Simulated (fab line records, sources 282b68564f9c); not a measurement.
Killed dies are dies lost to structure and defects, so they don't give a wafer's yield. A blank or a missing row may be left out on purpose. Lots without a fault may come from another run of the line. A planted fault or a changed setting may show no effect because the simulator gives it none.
Which tool did it? | flow rit_cmos | 15 lots, 45 wafers sampled, at 2 steps of a route of 202

WHAT THE GAUGES READ, wafer by wafer
The record holds no reading of a measuring or inspecting step that can be judged against a usual standard deviation.

WHICH TOOL RAN EACH LOT (tool, then ch and the chambers of the sampled wafers, then the start)
lot  | RIT_CONTACT_STRIP_12                | RIT_M1_PROBE_99
L449 | plasma_asher-04 ch 0,1, day 3 04:46 | -
L450 | plasma_asher-01 ch 0, day 3 11:24   | -
L452 | plasma_asher-03 ch 0,1, day 3 23:34 | -
L453 | plasma_asher-03 ch 0,1, day 4 01:30 | -
L454 | plasma_asher-01 ch 0,1, day 4 04:53 | -
L455 | plasma_asher-04 ch 0,1, day 4 13:49 | -
L458 | plasma_asher-01 ch 0,1, day 5 03:57 | -
L460 | plasma_asher-01 ch 0,1, day 5 21:27 | -
L461 | plasma_asher-01 ch 0,1, day 6 00:27 | -
L462 | plasma_asher-01 ch 0,1, day 6 01:28 | prober-01, day 6 06:11
L463 | plasma_asher-04 ch 0,1, day 6 05:58 | -
L468 | plasma_asher-03 ch 0,1, day 7 08:17 | -
L469 | plasma_asher-04 ch 0,1, day 7 10:14 | -
L471 | plasma_asher-03 ch 0, day 7 18:44   | -
L472 | plasma_asher-03 ch 0,1, day 7 23:05 | -
- RIT_CONTACT_STRIP_12: strips in O2, time 180 s.
- RIT_M1_PROBE_99

WHAT THE TOOLS THEMSELVES READ (means of the sampled wafers that have a number; where no wafer has one, the mark that the record gives instead)
RIT_CONTACT_STRIP_12. Usual: drypump_motor_current_A 5.5 A, standard deviation 0.33; run_length_s 208.6 s, standard deviation 0.47.
lot  | tool            | drypump_motor_current_A (A) | run_length_s (s) | flag
L449 | plasma_asher-04 | 5.5                         | 208.3            |
L450 | plasma_asher-01 | 5.9                         | 209.1            |
L452 | plasma_asher-03 | 5.6                         | 208.8            |
L453 | plasma_asher-03 | 5.6                         | 209.0            |
L454 | plasma_asher-01 | 5.2                         | 208.8            |
L455 | plasma_asher-04 | 5.5                         | 208.6            |
L458 | plasma_asher-01 | 5.2                         | 208.6            |
L460 | plasma_asher-01 | 5.2                         | 206.4            | OFF
L461 | plasma_asher-01 | 5.6                         | 203.5            | OFF
L462 | plasma_asher-01 | 5.2                         | 205.8            | OFF
L463 | plasma_asher-04 | 5.5                         | 208.3            |
L468 | plasma_asher-03 | 5.7                         | 208.7            |
L469 | plasma_asher-04 | 5.5                         | 208.0            |
L471 | plasma_asher-03 | 5.7                         | 208.2            |
L472 | plasma_asher-03 | 5.7                         | 208.5            |

RIT_M1_PROBE_99. Usual: killed_at_contacts 0.1, standard deviation 0.29; killed_at_front_end 7, standard deviation 3; killed_dies 7, standard deviation 3; killed_open 3.2, standard deviation 2; killed_short 3.5, standard deviation 2.1.
lot  | tool      | killed_at_contacts | killed_at_front_end | killed_dies | killed_open | killed_short | flag
L462 | prober-01 | 0.0                | 7                   | 7           | 3.3         | 3.7          |

THE ANSWER, worked out from the rows above alone
Rule: a lot is off if the mean of its wafers that have a number lies more than 3 standard deviations from the usual mean. A lot without any number at a reading at which 4 lots or more have one is off too. The other lots that the step has rows for count as sound. The gauges are gone through in route order, then the tools' own readings, and for those a lot's mean is taken as printed above. The first step at which some lot is off is used, and at that step the reading that is off furthest; a lot without a number counts as furthest.
Off: L460, L461, L462, at RIT_CONTACT_STRIP_12 (run_length_s).
A tool fits if, at that step or a process step before it, it ran every lot that is off, and no sound lot after the first of them. One fits: plasma_asher-01 at RIT_CONTACT_STRIP_12. Its last sound lot is L458 (day 5 03:57), its first lot that is off L460 (day 5 21:27): a fault that began between those two fits.
The tool's own readings at RIT_CONTACT_STRIP_12 bear it out: on the lots that are off they differ by more than 5 times the standard deviation of the sound lots' means. run_length_s reads 205.2 s there against 208.6 s on the sound lots.

WHAT THE SIMULATOR HAD PUT IN
Process parameter drift: plasma_asher-01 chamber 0, from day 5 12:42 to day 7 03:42, at RIT_CONTACT_STRIP_12. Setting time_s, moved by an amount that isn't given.
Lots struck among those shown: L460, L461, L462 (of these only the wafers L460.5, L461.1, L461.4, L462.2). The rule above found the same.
